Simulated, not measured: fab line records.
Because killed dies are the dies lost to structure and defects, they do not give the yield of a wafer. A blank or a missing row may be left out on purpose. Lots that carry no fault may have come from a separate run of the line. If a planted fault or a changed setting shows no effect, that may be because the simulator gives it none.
Which tool is to blame?    flow rit_cmos    14 lots, 42 wafers sampled, at 2 steps of a route of 202

## WHAT EACH GAUGE READ, for each wafer
The record holds no reading of a measuring or inspecting step that can be judged against a usual standard deviation.

## TOOL THAT RAN EACH LOT (tool first, then ch and the chambers of the sampled wafers, then the start)
lot   RIT_REOX_OXIDATION_03         RIT_M1_PROBE_99
L933  furnace-04 ch 0, day 2 14:39  prober-02, day 3 09:53
L934  furnace-02 ch 0, day 2 21:16  -
L935  furnace-03 ch 0, day 3 00:38  -
L936  furnace-03 ch 0, day 3 04:49  -
L938  furnace-03 ch 0, day 3 15:29  -
L939  furnace-04 ch 0, day 3 19:31  -
L940  furnace-03 ch 0, day 4 00:49  -
L941  furnace-02 ch 0, day 4 07:17  -
L942  furnace-04 ch 0, day 4 11:33  -
L944  furnace-02 ch 0, day 4 20:44  -
L948  furnace-03 ch 0, day 5 21:03  prober-02, day 6 18:00
L953  furnace-03 ch 0, day 6 22:08  prober-01, day 7 17:11
L955  furnace-03 ch 0, day 7 03:17  prober-02, day 7 23:59
L956  furnace-04 ch 0, day 7 09:43  -
- RIT_REOX_OXIDATION_03: target thk 25.2 nm, ox time 5580 s.
- RIT_M1_PROBE_99

## WHAT THE TOOLS THEMSELVES READ (means of the sampled wafers that have a number; where no wafer has one, the mark that the record gives instead)
RIT_REOX_OXIDATION_03. Usual: ox_temp_c 900.0 C, standard deviation 0.37; spike_tc_centre_C 903.9 C, standard deviation 1.6; tube_center_temp_C 900.01 C, standard deviation 0.082; zone_power_source_pct 26.5 %, standard deviation 1.5.
lot   tool        ox_temp_c (C)  spike_tc_centre_C (C)  tube_center_temp_C (C)  zone_power_source_pct (%)  flag
L933  furnace-04  899.7          903.3                  900.00                  28.1                       
L934  furnace-02  900.2          901.7                  900.04                  27.2                       
L935  furnace-03  900.1          904.6                  900.01                  24.7                       
L936  furnace-03  900.5          905.4                  900.06                  24.6                       
L938  furnace-03  900.3          904.8                  900.01                  24.6                       
L939  furnace-04  900.0          904.5                  899.93                  28.0                       
L940  furnace-03  900.1          904.6                  900.01                  24.4                       
L941  furnace-02  900.2          902.4                  900.04                  27.4                       
L942  furnace-04  899.9          904.2                  900.02                  28.0                       
L944  furnace-02  900.3          902.0                  900.03                  27.3                       
L948  furnace-03  900.1          904.9                  899.96                  24.4                       
L953  furnace-03  899.6          906.0                  900.07                  24.8                       
L955  furnace-03  900.1          904.4                  899.99                  24.7                       
L956  furnace-04  900.1          903.4                  900.03                  28.2                       

RIT_M1_PROBE_99. Usual: killed_at_contacts 0.1, standard deviation 0.25; killed_at_front_end 7.1, standard deviation 2.9; killed_dies 7.2, standard deviation 2.9; killed_on_rim 2.0, standard deviation 1.3; killed_open 3.6, standard deviation 1.9; killed_short 3.5, standard deviation 1.9.
lot   tool       killed_at_contacts  killed_at_front_end  killed_dies  killed_on_rim  killed_open  killed_short  flag
L933  prober-02  0.0                 5.7                  5.7          3.7            3.3          2.3           
L948  prober-02  0.0                 11.0                 11.0         3.7            5.3          5.7           
L953  prober-01  0.3                 179.7                180.0        47.3           2.7          2.3           OFF
L955  prober-02  0.0                 178.7                178.7        46.3           2.3          1.7           OFF

## THE ANSWER, worked out from the rows above alone
Rule: a lot is off if the mean of its wafers that have a number lies more than 3 standard deviations from the usual mean. Also off: a lot with no number at a reading for which 4 or more lots have one. All remaining lots with rows at the step are treated as sound. First the gauges in route order, then the tools' own readings, where a lot's mean is used as printed above. At the first step where some lot is off, the reading lying furthest off is the one used; lots without a number count as furthest.
Off at RIT_M1_PROBE_99 (killed_dies): L953, L955. Neither off nor sound, because the step has no rows for them: L934, L935, L936, L938, L939, L940, L941, L942, L944, L956.
If a tool, at that step or one of the process steps before it, ran each lot that is off and ran no sound lot following the first of them, it fits. One fits: RIT_REOX_OXIDATION_03 on furnace-03. Its last sound lot is L948 (day 5 21:03), its first lot that is off L953 (day 6 22:08): a fault that began between those two fits.

## WHAT THE SIMULATOR HAD PUT IN
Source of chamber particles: furnace-03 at RIT_REOX_OXIDATION_03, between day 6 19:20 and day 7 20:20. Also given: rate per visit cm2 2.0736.
Shown lots that were struck: L953, L955. The same result came from the rule above.
